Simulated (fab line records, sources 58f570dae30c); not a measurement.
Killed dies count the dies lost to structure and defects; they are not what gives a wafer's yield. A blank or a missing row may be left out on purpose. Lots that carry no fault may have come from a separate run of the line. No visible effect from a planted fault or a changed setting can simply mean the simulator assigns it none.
Which of the tools did it? / flow berkeley cmos170 / Sampling: 16 lots, 48 wafers, 4 of 331 route steps

WHAT THE GAUGES READ, wafer by wafer
UCB170_NLDD_CD_MEAS_06: the cd target is 1200 nm. Usual: cd nm at 1200.3 nm, with a standard deviation of 1.4.
lot=L775; measured=day 6 12:02; on=cd sem-01; cd nm (nm)=1198.1 1199.3 1199.4; flag=
lot=L778; measured=day 7 04:26; on=cd sem-02; cd nm (nm)=1199.9 1197.2 1201.4; flag=
lot=L779; measured=day 7 11:48; on=cd sem-02; cd nm (nm)=1198.1 1199.1 1198.0; flag=
lot=L783; measured=day 7 15:14; on=cd sem-01; cd nm (nm)=1199.3 1197.3 1201.4; flag=
lot=L782; measured=day 7 15:23; on=cd sem-01; cd nm (nm)=1200.6 1201.0 1201.9; flag=
lot=L785; measured=day 8 15:37; on=cd sem-01; cd nm (nm)=1200.4 1199.2 1199.4; flag=
lot=L784; measured=day 8 16:10; on=cd sem-02; cd nm (nm)=1199.6 1199.0 1198.8; flag=
lot=L786; measured=day 8 16:26; on=cd sem-02; cd nm (nm)=1197.2 1200.3 1197.9; flag=
lot=L789; measured=day 8 21:20; on=cd sem-01; cd nm (nm)=1201.7 1201.4 1202.2; flag=
lot=L788; measured=day 8 21:53; on=cd sem-01; cd nm (nm)=1199.5 1199.6 1199.7; flag=
lot=L790; measured=day 9 16:48; on=cd sem-01; cd nm (nm)=1199.5 1199.2 1200.4; flag=
lot=L792; measured=day 9 16:59; on=cd sem-02; cd nm (nm)=1198.0 1197.7 1198.7; flag=
lot=L791; measured=day 9 17:02; on=cd sem-01; cd nm (nm)=1203.0 1203.5 1203.2; flag=
lot=L793; measured=day 10 03:25; on=cd sem-01; cd nm (nm)=1201.1 1200.4 1200.8; flag=
lot=L798; measured=day 11 04:56; on=cd sem-02; cd nm (nm)=1198.1 1199.2 1200.0; flag=
lot=L797; measured=day 11 19:26; on=cd sem-02; cd nm (nm)=1201.8 1201.8 1201.6; flag=

UCB170_NLDD_OVL_MEAS_07. Usual: NLDD_OVL -1 nm, standard deviation 6.
lot=L775; measured=day 6 12:10; on=overlay-02; NLDD_OVL (nm)=12 10 -2; flag=
lot=L778; measured=day 7 04:33; on=overlay-01; NLDD_OVL (nm)=-5 -11 -7; flag=
lot=L779; measured=day 7 11:55; on=overlay-02; NLDD_OVL (nm)=1 -6 -6; flag=
lot=L783; measured=day 7 15:19; on=overlay-02; NLDD_OVL (nm)=4 7 4; flag=
lot=L782; measured=day 7 15:31; on=overlay-02; NLDD_OVL (nm)=-5 -7 -6; flag=
lot=L785; measured=day 8 15:44; on=overlay-01; NLDD_OVL (nm)=-7 0 -4; flag=
lot=L784; measured=day 8 16:17; on=overlay-01; NLDD_OVL (nm)=-3 -6 -7; flag=
lot=L786; measured=day 8 16:34; on=overlay-02; NLDD_OVL (nm)=2 -6 4; flag=
lot=L789; measured=day 8 21:28; on=overlay-01; NLDD_OVL (nm)=9 6 5; flag=
lot=L788; measured=day 8 22:01; on=overlay-01; NLDD_OVL (nm)=-3 -8 -2; flag=
lot=L790; measured=day 9 16:53; on=overlay-01; NLDD_OVL (nm)=317 313 323; flag=OFF
lot=L792; measured=day 9 17:04; on=overlay-02; NLDD_OVL (nm)=327 316 318; flag=OFF
lot=L791; measured=day 9 17:10; on=overlay-01; NLDD_OVL (nm)=313 328 312; flag=OFF
lot=L793; measured=day 10 03:32; on=overlay-01; NLDD_OVL (nm)=320 319 323; flag=OFF
lot=L798; measured=day 11 05:02; on=overlay-02; NLDD_OVL (nm)=-5 -7 -9; flag=
lot=L797; measured=day 11 19:33; on=overlay-01; NLDD_OVL (nm)=-2 -9 -6; flag=

UCB170_SPACER_THK_MEAS_01. Usual: SPACER_TEOS_THK 376 nm, standard deviation 4.8.
lot=L775; measured=day 6 12:53; on=film metro-04; SPACER_TEOS_THK (nm)=371 368 374; flag=
lot=L778; measured=day 7 05:22; on=film metro-03; SPACER_TEOS_THK (nm)=373 372 378; flag=
lot=L779; measured=day 7 14:34; on=film metro-04; SPACER_TEOS_THK (nm)=371 385 376; flag=
lot=L783; measured=day 7 16:02; on=film metro-04; SPACER_TEOS_THK (nm)=371 377 380; flag=
lot=L782; measured=day 7 16:17; on=film metro-03; SPACER_TEOS_THK (nm)=375 369 379; flag=
lot=L785; measured=day 8 16:26; on=film metro-02; SPACER_TEOS_THK (nm)=366 371 374; flag=
lot=L784; measured=day 8 17:00; on=film metro-04; SPACER_TEOS_THK (nm)=378 380 387; flag=
lot=L786; measured=day 8 17:17; on=film metro-02; SPACER_TEOS_THK (nm)=371 370 378; flag=
lot=L789; measured=day 8 22:11; on=film metro-02; SPACER_TEOS_THK (nm)=367 368 373; flag=
lot=L788; measured=day 8 22:55; on=film metro-04; SPACER_TEOS_THK (nm)=369 382 379; flag=
lot=L790; measured=day 9 17:46; on=film metro-03; SPACER_TEOS_THK (nm)=373 383 382; flag=
lot=L792; measured=day 9 17:57; on=film metro-02; SPACER_TEOS_THK (nm)=365 385 373; flag=
lot=L791; measured=day 9 17:56; on=film metro-03; SPACER_TEOS_THK (nm)=375 385 383; flag=
lot=L793; measured=day 10 04:19; on=film metro-03; SPACER_TEOS_THK (nm)=368 371 371; flag=
lot=L798; measured=day 11 05:46; on=film metro-03; SPACER_TEOS_THK (nm)=381 376 385; flag=
lot=L797; measured=day 11 23:05; on=film metro-04; SPACER_TEOS_THK (nm)=377 373 379; flag=

WHICH TOOL RAN EACH LOT (tool, then ch and the chambers of the sampled wafers, then the start)
lot=L775; UCB170_NLDD_EXPOSE_03=krf scanner-01 ch 0, day 6 11:04
lot=L778; UCB170_NLDD_EXPOSE_03=krf scanner-02 ch 0, day 7 03:58
lot=L779; UCB170_NLDD_EXPOSE_03=krf scanner-02 ch 0, day 7 11:07
lot=L783; UCB170_NLDD_EXPOSE_03=krf scanner-01 ch 0, day 7 14:13
lot=L782; UCB170_NLDD_EXPOSE_03=krf scanner-02 ch 0, day 7 14:26
lot=L785; UCB170_NLDD_EXPOSE_03=krf scanner-02 ch 0, day 8 14:11
lot=L784; UCB170_NLDD_EXPOSE_03=krf scanner-02 ch 0, day 8 14:53
lot=L786; UCB170_NLDD_EXPOSE_03=krf scanner-02 ch 0, day 8 15:20
lot=L789; UCB170_NLDD_EXPOSE_03=krf scanner-01 ch 0, day 8 20:44
lot=L788; UCB170_NLDD_EXPOSE_03=krf scanner-02 ch 0, day 8 21:19
lot=L790; UCB170_NLDD_EXPOSE_03=krf scanner-01 ch 0, day 9 16:23
lot=L792; UCB170_NLDD_EXPOSE_03=krf scanner-01 ch 0, day 9 16:29
lot=L791; UCB170_NLDD_EXPOSE_03=krf scanner-01 ch 0, day 9 16:34
lot=L793; UCB170_NLDD_EXPOSE_03=krf scanner-01 ch 0, day 10 03:02
lot=L798; UCB170_NLDD_EXPOSE_03=krf scanner-02 ch 0, day 11 04:20
lot=L797; UCB170_NLDD_EXPOSE_03=krf scanner-02 ch 0, day 11 19:02
- UCB170_NLDD_EXPOSE_03: exposes mask NSELECT, target cd 1200 nm.

WHAT THE TOOLS THEMSELVES READ (means of the sampled wafers that have a number; where no wafer has one, the mark that the record gives instead)
UCB170_NLDD_EXPOSE_03. Usual: exposure dose mJ cm2 at 29.975, with a standard deviation of 0.028.
lot=L775; tool=krf scanner-01; exposure dose mJ cm2=29.981; flag=
lot=L778; tool=krf scanner-02; exposure dose mJ cm2=29.992; flag=
lot=L779; tool=krf scanner-02; exposure dose mJ cm2=30.030; flag=
lot=L783; tool=krf scanner-01; exposure dose mJ cm2=29.957; flag=
lot=L782; tool=krf scanner-02; exposure dose mJ cm2=29.980; flag=
lot=L785; tool=krf scanner-02; exposure dose mJ cm2=29.973; flag=
lot=L784; tool=krf scanner-02; exposure dose mJ cm2=29.958; flag=
lot=L786; tool=krf scanner-02; exposure dose mJ cm2=29.957; flag=
lot=L789; tool=krf scanner-01; exposure dose mJ cm2=29.946; flag=
lot=L788; tool=krf scanner-02; exposure dose mJ cm2=29.984; flag=
lot=L790; tool=krf scanner-01; exposure dose mJ cm2=29.969; flag=
lot=L792; tool=krf scanner-01; exposure dose mJ cm2=30.027; flag=
lot=L791; tool=krf scanner-01; exposure dose mJ cm2=29.950; flag=
lot=L793; tool=krf scanner-01; exposure dose mJ cm2=29.967; flag=
lot=L798; tool=krf scanner-02; exposure dose mJ cm2=29.992; flag=
lot=L797; tool=krf scanner-02; exposure dose mJ cm2=29.952; flag=

THE ANSWER, worked out from the rows above alone
Rule: a lot counts as off when the mean over its wafers that have a number is more than 3 standard deviations away from the usual mean. Also off: a lot with no number at a reading for which 4 or more lots have one. Any other lot the step has rows for is counted as sound. After the gauges, taken in route order, come the tools' own readings; for these a lot's mean is taken, as printed above. At the first step where some lot is off, the reading lying furthest off is the one used; lots without a number count as furthest.
Off: at UCB170_NLDD_OVL_MEAS_07 (NLDD_OVL), L790, L792, L791, L793.
If a tool, at a process step before that reading, ran all the lots that are off and no sound lot after the first of them, it fits. Those tools and the gauges at UCB170_NLDD_OVL_MEAS_07 are tried in the same way. One candidate fits, namely krf scanner-01 at UCB170_NLDD_EXPOSE_03. Its last sound lot is L789 (day 8 20:44), its first lot that is off L790 (day 9 16:23): a fault that began between those two fits.

WHAT HAD BEEN PUT IN BY THE SIMULATOR
Scanner matching overlay: krf scanner-01, from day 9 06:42 on, at UCB170_NLDD_EXPOSE_03. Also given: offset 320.
Struck lots among those shown: L790, L792, L791, L793. This agrees with what the rule above found.
